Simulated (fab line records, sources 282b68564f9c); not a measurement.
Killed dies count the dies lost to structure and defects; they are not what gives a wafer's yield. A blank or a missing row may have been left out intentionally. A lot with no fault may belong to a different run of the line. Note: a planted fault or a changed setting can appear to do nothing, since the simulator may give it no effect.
Shared-tool check | flow rit_cmos | Sample size 14 lots and 48 wafers

WHY IT WAS OPENED
At RIT_SPACER_THK_MEAS_04 the reading SPACER_NITRIDE_THK is flagged on 2 of 14 lots. Fault-free wafers read 249.3 nm, with a standard deviation of 2.1.
Rule: flag the lot when none of its wafers has a number, or when each of its wafers that has one lies beyond 4 standard deviations from that mean. The rest of the lots are taken to be sound.

lot  | measured    | on            | SPACER_NITRIDE_THK (nm), wafer by wafer | flag
L734 | day 3 09:21 | film_metro-03 | 249.0 249.6 248.2                       |
L735 | day 3 12:28 | film_metro-01 | 253.3 253.0 252.7                       |
L736 | day 3 18:58 | film_metro-03 | 249.8 253.5 250.7                       |
L738 | day 3 23:31 | film_metro-03 | 250.5 254.3 251.1                       |
L740 | day 4 12:21 | film_metro-01 | 249.9 250.9 250.2                       |
L741 | day 4 15:55 | film_metro-01 | 246.1 247.3 247.9                       |
L742 | day 4 21:55 | film_metro-03 | 422.2 425.3 422.4 422.6 425.2 422.1     | FLAGGED
L746 | day 5 21:14 | film_metro-01 | 419.6 419.5 420.0 419.6 419.1 419.7     | FLAGGED
L748 | day 6 07:20 | film_metro-04 | 248.6 251.3 247.4                       |
L753 | day 7 03:37 | film_metro-04 | 250.8 250.6 251.6                       |
L754 | day 7 08:10 | film_metro-03 | 246.7 247.9 245.5                       |
L755 | day 7 10:37 | film_metro-03 | 247.0 247.0 247.4                       |
L756 | day 7 20:07 | film_metro-03 | 250.1 247.0 250.4                       |
L757 | day 7 22:32 | film_metro-01 | 248.0 249.6 249.6                       |
On average the flagged lots' numbers are 421.4 nm, which is +172.1 nm against the usual, or +82 standard deviations.

WHICH TOOL RAN EACH LOT
The record keeps 1 process step preceding the reading, out of 202 steps on the route. Each cell gives the tool, then ch followed by the chambers the sampled wafers passed through, then the start.
lot  | flag    | RIT_SPACER_CVD_03
L734 |         | lpcvd-01 ch 1, day 3 07:24
L735 |         | lpcvd-02 ch 1, day 3 10:32
L736 |         | lpcvd-01 ch 1, day 3 17:02
L738 |         | lpcvd-02 ch 0, day 3 21:35
L740 |         | lpcvd-01 ch 1, day 4 09:28
L741 |         | lpcvd-01 ch 0, day 4 13:01
L742 | FLAGGED | lpcvd-01 ch 1, day 4 19:59
L746 | FLAGGED | lpcvd-01 ch 1, day 5 19:19
L748 |         | lpcvd-02 ch 1, day 6 04:28
L753 |         | lpcvd-02 ch 1, day 7 01:42
L754 |         | lpcvd-02 ch 1, day 7 06:14
L755 |         | lpcvd-02 ch 1, day 7 08:42
L756 |         | lpcvd-02 ch 1, day 7 18:13
L757 |         | lpcvd-02 ch 0, day 7 20:37
What is done by these steps:
- RIT_SPACER_CVD_03: deposits Si3N4 from SiH2Cl2/NH3, target thk 250 nm, time 3300 s.
- RIT_SPACER_THK_MEAS_04

FLAGGED AGAINST TOTAL, ONE TOOL AT A TIME (gauges that did the reading follow at the end)
step                   | tool          | lots run | flagged | share of the flagged lots | sound lots run after its first flagged lot
RIT_SPACER_CVD_03      | lpcvd-01      | 6        | 2       | all                       | 0
RIT_SPACER_CVD_03      | lpcvd-02      | 8        | 0       | none                      | -
RIT_SPACER_THK_MEAS_04 | film_metro-01 | 5        | 1       | some                      | 1 (L757)
RIT_SPACER_THK_MEAS_04 | film_metro-03 | 7        | 1       | some                      | 3 (L754,L755,L756)
RIT_SPACER_THK_MEAS_04 | film_metro-04 | 2        | 0       | none                      | -

WHAT IS ALLOWED BY THE TABLE
All flagged lots share 1 row of the table, namely lpcvd-01 at RIT_SPACER_CVD_03.
- lpcvd-01 at RIT_SPACER_CVD_03: 2 of its 6 lots flagged. Its last sound lot is L741 (day 4 13:01), its first flagged lot L742 (day 4 19:59): a fault that began between those two fits. Its own readings (spike_tc_centre_C, spike_tc_load_C, spike_tc_source_C, susceptor_temp_C) fall more than 4 standard deviations out on all wafers of the flagged lots.
lpcvd-01 at RIT_SPACER_CVD_03 is the single tool remaining.

WHAT THE SIMULATOR HAD PUT IN
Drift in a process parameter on lpcvd-01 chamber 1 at RIT_SPACER_CVD_03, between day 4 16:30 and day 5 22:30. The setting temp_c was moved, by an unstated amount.
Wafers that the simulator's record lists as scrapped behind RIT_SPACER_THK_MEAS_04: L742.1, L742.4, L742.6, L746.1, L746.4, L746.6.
Struck lots among those shown: L742, L746. This agrees with what the rule above found.
